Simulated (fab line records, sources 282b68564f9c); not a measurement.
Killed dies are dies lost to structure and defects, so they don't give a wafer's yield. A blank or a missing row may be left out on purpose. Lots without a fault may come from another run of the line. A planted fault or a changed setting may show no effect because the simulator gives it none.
Which tool did it? | flow rit_cmos | 6 lots, 18 wafers sampled, at 2 steps of a route of 202

WHAT THE GAUGES READ, wafer by wafer
RIT_FOX2_THK_MEAS_01.
lot  | measured    | on            | FOX2_OXIDE_THK (nm)
L248 | day 2 01:17 | film_metro-04 | 353 346 357
L250 | day 2 14:13 | film_metro-04 | 362 357 359
L257 | day 3 23:47 | film_metro-02 | 310 309 310
L264 | day 5 08:22 | film_metro-04 | 363 355 359
L267 | day 5 23:53 | film_metro-02 | 349 350 345
L269 | day 6 09:49 | film_metro-04 | 348 343 349

WHICH TOOL RAN EACH LOT (tool, then ch and the chambers of the sampled wafers, then the start)
lot  | RIT_FOX2_OXIDATION_00
L248 | furnace-01 ch 0, day 1 23:58
L250 | furnace-01 ch 0, day 2 12:53
L257 | furnace-01 ch 0, day 3 22:26
L264 | furnace-04 ch 0, day 5 07:02
L267 | furnace-04 ch 0, day 5 22:33
L269 | furnace-04 ch 0, day 6 08:30
- RIT_FOX2_OXIDATION_00: target thk 350.7 nm, ox time 1130 s.

THE ANSWER, worked out from the rows above alone
Rule: what is usual is taken from the lots themselves. Put in order of their means at a reading, lots are off if they are a third of the lots or fewer, leave a main group of 4 or more, and stand apart from it by a gap of 3 or more times the standard deviation of the main group's means; of several such gaps the widest counts. A main group whose means are all the same, to the digits that the tables above print for the reading, isn't used. A lot without any number at a reading at which 4 lots or more have one is off too. The other lots that the step has rows for count as sound.
Off: L257, at RIT_FOX2_THK_MEAS_01 (FOX2_OXIDE_THK). The main group: mean 353 nm, standard deviation 5.3.
A tool fits if, at a process step before that reading, it ran every lot that is off, and no sound lot after the first of them. The gauges at RIT_FOX2_THK_MEAS_01 are tried like those tools. One fits: furnace-01 at RIT_FOX2_OXIDATION_00. Its last sound lot is L250 (day 2 12:53), its first lot that is off L257 (day 3 22:26): a fault that began between those two fits.

WHAT THE SIMULATOR HAD PUT IN
Process parameter drift: furnace-01, from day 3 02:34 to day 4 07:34, at RIT_FOX2_OXIDATION_00. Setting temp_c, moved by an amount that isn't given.
Lots struck among those shown: L257. The rule above found the same.
